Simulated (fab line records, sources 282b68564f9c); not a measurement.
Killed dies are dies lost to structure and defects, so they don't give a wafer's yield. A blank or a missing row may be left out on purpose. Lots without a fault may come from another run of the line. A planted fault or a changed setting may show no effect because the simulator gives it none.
fab line records | flow rit_cmos
record lots=14 wafers=42 last_day=7
route steps=202 shown M1@184
lots that met no fault: from a run of the same line without faults
start_h: hours from the record's first day to the start of the lot's first wafer shown | wait_h: hours since the lot's step before | " the same as in the row above | L1.1+2: a row that stands for several wafers | - no value, or no start given | * or withheld: withheld | < > ~ a bound
route shown NAME@n: a module of which the file shows steps, and the number in the route of the first | usual: mean/standard deviation of fault-free wafers | same: alike in all rows | chamber/n: place in a boat | sites: the reading at each site | _std_site: their standard deviation | _edge_site: outer sites' mean less inner sites' | radius_mm: how far each site lies from the wafer's centre | mask NAME#n: copy n | behind: the tool/chamber that last shaped the wafer | hold: why the lot was held/for how many hours/how that ended | device: the transistor (n, p or np) that didn't switch | end of line: the same wafers' tests at the end of the route | a step without rows: its recipe alone | killed: dies lost to structure and defects at the first sort, not the wafer's yield | map: a wafer's dies, x killed, . not, _ none there
set.NAME: the setting as run; set.NAME@STEP: as run at that earlier step | model.NAME: the simulator's own value behind a step, which no gauge read
steps of the route over a sample of lots; a table a step, a row a wafer
services: from which hour (start_h, from the record's first day; less than 0 if before it) a tool's chamber was out of use, for how many hours, and why
## steps
# step RIT_M1_SPUTTER_00
# recipe material=Al target_thk_nm=400 power_w=2000 chamber_pressure_pa=0.4 gas=Ar time_s=500 substrate_temp_c=25
# usual cathode_dc_power_W=2000.0/0.37 chamber_pressure_pa=0.4000/0.00082 throttle_valve_pct=30.1/0.65
# columns lot.wafer tool chamber start_h wait_h cathode_dc_power_W chamber_pressure_pa throttle_valve_pct
L989.2 pvd_sputter-04 - 53.78 0.0 2000.2 0.4003 29.8
L989.3 " - " " 1999.3 0.4009 30.6
L989.4 " - " " 1999.8 0.3994 31.2
L991.1 pvd_sputter-04 - 64.24 0.0 2000.3 0.4012 30.9
L991.2 " - " " 2000.1 0.3984 30.0
L991.5 " - " " 2000.1 0.4012 30.8
L992.1 pvd_sputter-02 - 67.81 0.0 1999.2 0.3990 30.3
L992.3 " - " " 1999.9 0.4010 29.8
L992.4 " - " " 2000.7 0.3991 29.8
L993.2 pvd_sputter-04 - 74.05 0.0 1999.8 0.3991 29.9
L993.4 " - " " 2000.2 0.3997 30.5
L993.5 " - " " 1999.5 0.4006 29.4
L995.1 pvd_sputter-04 - 83.38 0.0 1999.8 0.4004 29.8
L995.3 " - " " 2000.0 0.3984 31.1
L995.4 " - " " 2000.1 0.3993 30.8
L996.1 pvd_sputter-02 - 88.10 0.0 2000.6 0.4003 29.8
L996.2 " - " " 2000.0 0.3996 29.9
L996.5 " - " " 1999.6 0.3996 29.9
L997.1 pvd_sputter-04 - 93.96 0.0 1999.8 0.4002 30.1
L997.2 " - " " 1999.0 0.3996 30.8
L997.5 " - " " 2000.1 0.4001 29.7
L998.1 pvd_sputter-02 - 103.72 0.0 2000.4 0.4006 30.1
L998.4 " - " " 1999.7 0.4000 29.8
L998.6 " - " " 2000.9 0.4004 30.2
L101.1 pvd_sputter-04 - 113.89 0.0 1999.8 0.3994 30.0
L101.4 " - " " 1999.7 0.4002 30.7
L101.5 " - " " 1678.1 0.3986 29.6
L105.1 pvd_sputter-04 - 134.39 0.0 1678.3 0.4016 30.0
L105.3 " - " " 2000.1 0.3989 30.8
L105.6 " - " " 1999.5 0.4005 31.2
L106.1 pvd_sputter-02 - 139.76 0.0 2000.0 0.3998 30.1
L106.2 " - " " 1999.5 0.4000 30.0
L106.6 " - " " 2000.0 0.4000 30.0
L108.2 pvd_sputter-02 - 150.57 0.0 2000.3 0.3990 30.2
L108.3 " - " " 2000.2 0.3999 29.8
L108.6 " - " " 1999.6 0.3999 30.0
L110.1 pvd_sputter-02 - 158.64 0.0 2000.3 0.4005 29.9
L110.5 " - " " 2000.0 0.4003 29.6
L110.6 " - " " 1999.3 0.4004 29.9
L112.1 pvd_sputter-02 - 168.82 0.0 2000.0 0.3989 29.7
L112.2 " - " " 1999.3 0.3986 29.9
L112.3 " - " " 1999.5 0.4002 30.2
# step RIT_M1_RS_MEAS_01
# recipe thk_meas_gauge=four-point-probe reads=Al_of_M1_SPUTTER_00
# usual M1_AL_RS=0.0733/0.00061
# columns lot.wafer tool chamber start_h wait_h M1_AL_RS[ohm/sq]
L989.2 film_metro-04 - 54.09 0.2 0.0737
L989.3 " - " " 0.0731
L989.4 " - " " 0.0737
L991.1 film_metro-04 - 64.53 0.1 0.0724
L991.2 " - " " 0.0727
L991.5 " - " " 0.0723
L992.1 film_metro-04 - 68.11 0.1 0.0736
L992.3 " - " " 0.0729
L992.4 " - " " 0.0735
L993.2 film_metro-02 - 74.36 0.2 0.0740
L993.4 " - " " 0.0742
L993.5 " - " " 0.0740
L995.1 film_metro-04 - 83.67 0.1 0.0742
L995.3 " - " " 0.0731
L995.4 " - " " 0.0732
L996.1 film_metro-03 - 88.39 0.1 0.0733
L996.2 " - " " 0.0731
L996.5 " - " " 0.0726
L997.1 film_metro-03 - 94.25 0.1 0.0739
L997.2 " - " " 0.0736
L997.5 " - " " 0.0736
L998.1 film_metro-03 - 104.01 0.1 0.0734
L998.4 " - " " 0.0724
L998.6 " - " " 0.0737
L101.1 film_metro-04 - 114.18 0.1 0.0727
L101.4 " - " " 0.0727
L101.5 " - " " 0.0866
L105.1 film_metro-04 - 134.69 0.1 0.0878
L105.3 " - " " 0.0732
L105.6 " - " " 0.0729
L106.1 film_metro-03 - 140.06 0.1 0.0731
L106.2 " - " " 0.0734
L106.6 " - " " 0.0727
L108.2 film_metro-04 - 150.89 0.2 0.0741
L108.3 " - " " 0.0731
L108.6 " - " " 0.0734
L110.1 film_metro-03 - 158.94 0.1 0.0726
L110.5 " - " " 0.0733
L110.6 " - " " 0.0731
L112.1 film_metro-03 - 169.11 0.1 0.0724
L112.2 " - " " 0.0736
L112.3 " - " " 0.0735
# step RIT_M1_THK_MEAS_02
# recipe thk_meas_gauge=xrf reads=Al_of_M1_SPUTTER_00
# usual M1_AL_THK=397/4
# columns lot.wafer tool chamber start_h wait_h M1_AL_THK[nm]
L989.2 film_metro-04 - 54.20 0.1 394
L989.3 " - " " 396
L989.4 " - " " 396
L991.1 film_metro-04 - 64.65 0.1 401
L991.2 " - " " 401
L991.5 " - " " 402
L992.1 film_metro-04 - 68.23 0.1 398
L992.3 " - " " 401
L992.4 " - " " 396
L993.2 film_metro-02 - 74.47 0.1 394
L993.4 " - " " 396
L993.5 " - " " 398
L995.1 film_metro-04 - 83.79 0.1 392
L995.3 " - " " 399
L995.4 " - " " 396
L996.1 film_metro-03 - 88.51 0.1 394
L996.2 " - " " 392
L996.5 " - " " 395
L997.1 film_metro-03 - 94.37 0.1 389
L997.2 " - " " 389
L997.5 " - " " 390
L998.1 film_metro-03 - 104.13 0.1 393
L998.4 " - " " 398
L998.6 " - " " 391
L101.1 film_metro-04 - 114.30 0.1 401
L101.4 " - " " 399
L101.5 " - " " 336
L105.1 film_metro-04 - 134.81 0.1 335
L105.3 " - " " 398
L105.6 " - " " 400
L106.1 film_metro-03 - 140.18 0.1 394
L106.2 " - " " 392
L106.6 " - " " 398
L108.2 film_metro-04 - 151.00 0.1 393
L108.3 " - " " 399
L108.6 " - " " 398
L110.1 film_metro-03 - 159.06 0.1 399
L110.5 " - " " 393
L110.6 " - " " 396
L112.1 film_metro-03 - 169.23 0.1 400
L112.2 " - " " 396
L112.3 " - " " 397
# step RIT_M1_METAL_ETCH_12
# recipe stop_on=SiO2 chemistry=Cl2/BCl3 target=Al time_s=165 over_etch_frac=0.5 pressure_mtorr=100 target_depth_a=6000 rf_w=250 Cl2_flow_sccm=60 bcl3_flow_sccm=50
# usual drypump_motor_current_A=5.86/0.29 oes_product_au=0.786/0.013 throttle_valve_pct=8.25/0.13
# columns lot.wafer tool chamber start_h wait_h drypump_motor_current_A oes_product_au rf_hours_counter_h throttle_valve_pct
L989.2 rie_metal-01 1 55.66 0.2 5.61 0.785 2 8.20
L989.3 " 0 " " 5.91 0.799 - 8.11
L989.4 " 1 " " 5.61 0.779 - 8.19
L991.1 rie_metal-04 1 66.07 0.2 6.19 0.792 31 8.36
L991.2 " 0 " " 5.89 0.765 34 8.38
L991.5 " 0 " " 5.88 0.773 - 8.37
L992.1 rie_metal-01 1 69.76 0.2 5.61 0.782 3 8.20
L992.3 " 0 " " 5.95 0.804 - 8.10
L992.4 " 1 " " 5.60 0.786 - 8.21
L993.2 rie_metal-02 1 76.10 0.2 6.08 0.771 - 8.34
L993.4 " 1 " " 6.09 0.772 - 8.33
L993.5 " 1 " " 6.07 0.775 - 8.33
L995.1 rie_metal-01 0 85.26 0.2 5.95 0.796 3 8.12
L995.3 " 1 " " 5.58 0.791 - 8.19
L995.4 " 0 " " 5.98 0.814 - 8.12
L996.1 rie_metal-02 1 89.86 0.2 6.07 0.771 2 8.35
L996.2 " 1 " " 6.08 0.779 - 8.35
L996.5 " 1 " " 6.07 0.784 - 8.36
L997.1 rie_metal-04 0 95.84 0.2 5.86 0.764 35 8.38
L997.2 " 1 " " 6.17 0.795 32 8.39
L997.5 " 0 " " 5.87 0.753 - 8.39
L998.1 rie_metal-01 1 105.60 0.2 5.60 0.785 3 8.18
L998.4 " 1 " " 5.60 0.789 - 8.17
L998.6 " 0 " " 5.94 0.800 - 8.11
L101.1 rie_metal-01 1 115.65 0.2 5.61 0.795 3 8.20
L101.4 " 1 " " 5.63 0.794 - 8.20
L101.5 " 1 " " 5.60 0.721 - 8.19
L105.1 rie_metal-02 1 136.17 0.2 6.08 0.703 3 8.35
L105.3 " 1 " " 6.07 0.767 - 8.34
L105.6 " 1 " " 6.07 0.779 - 8.34
L106.1 rie_metal-01 0 141.86 0.2 5.97 0.813 3 8.10
L106.2 " 1 " " 5.55 0.791 3 8.20
L106.6 " 0 " " 5.96 0.813 - 8.11
L108.2 rie_metal-01 0 152.52 0.2 5.93 0.801 4 8.11
L108.3 " 1 " " 5.60 0.781 - 8.19
L108.6 " 0 " " 5.92 0.808 - 8.11
L110.1 rie_metal-04 0 160.53 0.2 5.86 0.787 0 8.39
L110.5 " 1 " " 6.18 0.785 - 8.38
L110.6 " 0 " " 5.87 0.787 - 8.37
L112.1 rie_metal-02 0 170.59 0.2 5.24 0.800 1 8.05
L112.2 " 1 " " 6.11 0.768 3 8.33
L112.3 " 0 " " 5.22 0.793 - 8.04
# step RIT_M1_PROBE_99
# usual defect_limited_yield=97.4/1.2 killed_at_contacts=0.1/0.24 killed_at_front_end=7/3.1 killed_dies=7/3.1 killed_open=3.6/2.1 killed_short=3.2/2 sort_bin_3_pad_short=0.1/0.2 sort_bin_5_function=1.4/0.8 sort_bin_6_memory=1.0/0.72 sort_n_pass=257/3.1 sort_yield_pct=97.4/1.2
# same gross_dies=264 killed_at_M0_to_M3=0 killed_at_M4_up=0 killed_at_back_side=0 killed_at_other=0
# columns lot.wafer tool chamber start_h wait_h defect_limited_yield[%] killed_at_contacts killed_at_front_end killed_dies killed_open killed_short sort_bin_3_pad_short[%] sort_bin_5_function[%] sort_bin_6_memory[%] sort_n_pass sort_yield_pct[%]
L991.1 prober-02 - 69.36 0.1 97.3 0 7 7 4 3 0 1.9 0.8 257 97.3
L991.2 prober-02 - 69.41 0.1 98.5 0 4 4 2 2 0 0.8 0.8 260 98.5
L991.5 prober-02 - 69.56 0.2 97.7 0 6 6 4 2 0 2.3 0 258 97.7
L105.1 prober-02 - 138.42 0.1 98.5 0 4 4 2 2 0.4 0.8 0.4 260 98.5
L105.3 prober-02 - 138.52 0.2 98.5 0 4 4 2 2 0 0.8 0.8 260 98.5
L105.6 prober-02 - 138.67 0.2 97.7 0 6 6 4 2 0 1.5 0.8 258 97.7
L108.2 prober-01 - 155.63 0.1 97.7 0 6 6 2 4 0.4 1.1 0.8 258 97.7
L108.3 prober-01 - 155.68 0.2 96.2 0 10 10 7 3 0.4 1.1 2.3 254 96.2
L108.6 prober-01 - 155.83 0.2 97.3 0 7 7 4 3 0 1.5 1.1 257 97.3
L110.1 prober-01 - 162.78 0.1 98.9 0 3 3 2 1 0 0.8 0.4 261 98.9
L110.5 prober-01 - 162.98 0.2 98.1 0 5 5 1 4 0.4 1.1 0.4 259 98.1
L110.6 prober-01 - 163.03 0.2 97.3 0 7 7 5 2 0.4 1.9 0.4 257 97.3
L112.1 prober-01 - 172.86 0.1 97.0 0 8 8 5 3 0.4 1.9 0.8 256 97.0
L112.2 prober-01 - 172.91 0.1 95.1 0 13 13 4 9 0.8 2.3 1.9 251 95.1
L112.3 prober-01 - 172.96 0.2 95.8 0 11 11 8 3 0 1.5 2.7 253 95.8
# killed by level:class
L991.1 GATE:geometric_particle:open=2 FOX1:geometric_particle:short=1 FOX1:geometric_particle:open=1 FOX2:geometric_particle:short=1 GATE:geometric_particle:short=1 SILICIDE:geometric_particle:open=1
L991.2 FOX2:geometric_particle:open=2 REOX:geometric_particle:short=1 SILICIDE:geometric_particle:short=1
L991.5 GATE:geometric_particle:open=3 GATE:geometric_particle:short=2 FOX1:geometric_particle:open=1
L105.1 GATE:geometric_particle:short=1 GATE:geometric_particle:open=1 REOX:geometric_particle:short=1 REOX:geometric_particle:open=1
L105.3 SPACER:geometric_particle:open=2 REOX:geometric_particle:short=1 SPACER:geometric_particle:short=1
L105.6 REOX:geometric_particle:open=2 FOX2:geometric_particle:open=1 GATE:geometric_particle:open=1 GATE:geometric_particle:short=1 REOX:geometric_particle:short=1
L108.2 SILICIDE:geometric_particle:short=2 GATE:geometric_particle:short=1 GATE:geometric_particle:open=1 REOX:geometric_particle:open=1 SPACER:geometric_particle:short=1
L108.3 GATE:geometric_particle:open=2 SILICIDE:geometric_particle:short=2 SILICIDE:geometric_particle:open=2 FOX2:geometric_particle:open=1 REOX:geometric_particle:short=1 REOX:geometric_particle:open=1 SPACER:geometric_particle:open=1
L108.6 GATE:geometric_particle:open=2 SPACER:geometric_particle:open=2 SILICIDE:geometric_particle:short=2 GATE:geometric_particle:short=1
L110.1 GATE:geometric_particle:open=2 GATE:geometric_particle:short=1
L110.5 GATE:geometric_particle:short=3 FOX2:geometric_particle:open=1 FOX2:geometric_particle:short=1
L110.6 GATE:geometric_particle:open=2 GATE:geometric_particle:short=2 SPACER:geometric_particle:open=2 FOX2:geometric_particle:open=1
L112.1 GATE:geometric_particle:short=3 SPACER:geometric_particle:open=2 FOX1:geometric_particle:open=1 REOX:geometric_particle:open=1 SILICIDE:geometric_particle:open=1
L112.2 FOX1:geometric_particle:short=3 REOX:geometric_particle:open=3 REOX:geometric_particle:short=3 SPACER:geometric_particle:short=2 FOX1:geometric_particle:open=1 FOX2:geometric_particle:short=1
L112.3 GATE:geometric_particle:open=3 SPACER:geometric_particle:open=3 REOX:geometric_particle:short=1 REOX:geometric_particle:open=1 SPACER:geometric_particle:short=1 SILICIDE:geometric_particle:open=1 SILICIDE:geometric_particle:short=1
## services
# columns tool chamber start_h hours kind
pvd_sputter-04 - 35.81 5.5 repair
rie_metal-04 - 37.28 2.2 repair
pvd_sputter-04 - 46.02 2.9 repair
pvd_sputter-02 - 60.27 3.0 repair
rie_metal-01 1 108.50 3.6 repair
rie_metal-04 1 111.21 1.0 repair
rie_metal-04 - 116.70 0.2 repair
rie_metal-04 - 136.12 20.0 pm
rie_metal-04 0 136.12 20.0 vent_cycle
rie_metal-04 1 136.12 20.0 vent_cycle
rie_metal-04 0 156.12 - clean
rie_metal-04 1 156.12 - clean
## key
first_sign step=RIT_M1_SPUTTER_00 reading=cathode_dc_power_W direction=down sigmas=99+ usual=2000.0 struck=1678.2
effect step=RIT_M1_RS_MEAS_01 reading=M1_AL_RS direction=up sigmas=23 usual=0.0733 struck=0.0872
effect step=RIT_M1_THK_MEAS_02 reading=M1_AL_THK direction=down sigmas=15 usual=397 struck=336
effect step=RIT_M1_METAL_ETCH_12 reading=oes_product_au direction=down sigmas=5.5 usual=0.786 struck=0.712
met_at RIT_M1_SPUTTER_00
struck_lots L101,L105
struck_wafers L101.5,L105.1
onset_between 93.96 113.89
fault kind=process_parameter_drift tool=pvd_sputter-04 chamber=- onset_h=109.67 steps=RIT_M1_SPUTTER_00 channel=power_w offset=-321.79 shape=step end_h=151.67 acts_in=these_recipes_only stated=2000 scope=struck_wafers_only
